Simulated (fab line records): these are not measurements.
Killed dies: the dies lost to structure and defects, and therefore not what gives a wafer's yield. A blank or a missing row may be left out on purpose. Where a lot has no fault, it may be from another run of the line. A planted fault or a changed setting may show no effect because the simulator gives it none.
A single fault, viewed from 2 desks + flow ritCmos + each desk has only its own numbers; what lay behind them comes last

## THE TOOL OWNER'S DESK: furnace-04
The tool's own readings at RIT_GATE_OXIDATION_05 (target thk 3 nm, ox time 270 s): means of the sampled wafers that have a number, for each lot that ran on this tool. A lot is out of limits, marked OUT, if its mean lies more than 4 standard deviations from the usual mean; the brackets give that distance.
Columns: A = spikeTcCentreC at RIT_GATE_OXIDATION_05, usual 902.5 C; B = tube_center_temp_C_max at RIT_GATE_OXIDATION_05, usual 902.4
| lot  | first seen here | A     | B     |
|------|-----------------|-------|-------|
| L294 | day 2 13:28     | 903.4 | 902.3 |
| L298 | day 3 06:55     | 903.5 | 902.6 |
| L304 | day 4 16:22     | 903.7 | 902.1 |
| L305 | day 4 22:59     | 904.6 | 902.2 |
| L306 | day 4 22:59     | 903.2 | 902.3 |
| L309 | day 5 13:15     | 903.6 | 902.5 |
| L312 | day 6 06:21     | 902.6 | 902.2 |
This desk's verdict: no lot among the 7 shows anything out of limits.

## FROM THE METROLOGY DESK
What the gauges read, lot by lot, whatever tool the lot ran on: means of the sampled wafers that have a number. A lot is out of limits, marked OUT, if its mean lies more than 4 standard deviations from the usual mean; the brackets give that distance.
Columns: A = GATE_OXIDE_THK at RIT_GATE_THK_MEAS_07, usual 3.02 nm
| lot  | first seen here | A               |
|------|-----------------|-----------------|
| L294 | day 2 14:59     | 3.12            |
| L296 | day 2 20:20     | 3.08            |
| L297 | day 3 06:22     | 3.08            |
| L298 | day 3 08:14     | 3.04            |
| L299 | day 3 21:28     | 3.07            |
| L302 | day 4 12:51     | 2.98            |
| L303 | day 4 16:14     | 2.99            |
| L304 | day 4 17:41     | 3.03            |
| L305 | day 5 03:59     | 3.04            |
| L306 | day 5 03:59     | 2.97            |
| L308 | day 5 13:15     | 3.00            |
| L309 | day 5 15:54     | 2.74 (-4.5) OUT |
| L311 | day 6 04:33     | 3.10            |
| L312 | day 6 07:43     | 2.74 (-4.5) OUT |
Per this desk, out of limits: L309, L312; the first was L309, day 5 15:54 (GATE_OXIDE_THK at RIT_GATE_THK_MEAS_07). Within limits: L294, L296, L297, L298, L299, L302, L303, L304, L305, L306, L308, L311.

## BROUGHT TOGETHER
L309, L312 would have let the metrology desk raise an alarm at day 5 15:54.
Nothing out of limits was seen by the tool owner's desk.
On record at the tool owner's desk: L309, L312, within its limits.
Every lot named ran RIT_GATE_OXIDATION_05 on furnace-04.

## WHAT THE SIMULATOR HAD INSERTED
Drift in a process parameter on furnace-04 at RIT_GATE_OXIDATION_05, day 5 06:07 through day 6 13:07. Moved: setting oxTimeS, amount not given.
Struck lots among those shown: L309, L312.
Hours from the fault's start to each desk's first reading out of limits: the metrology desk, 10.
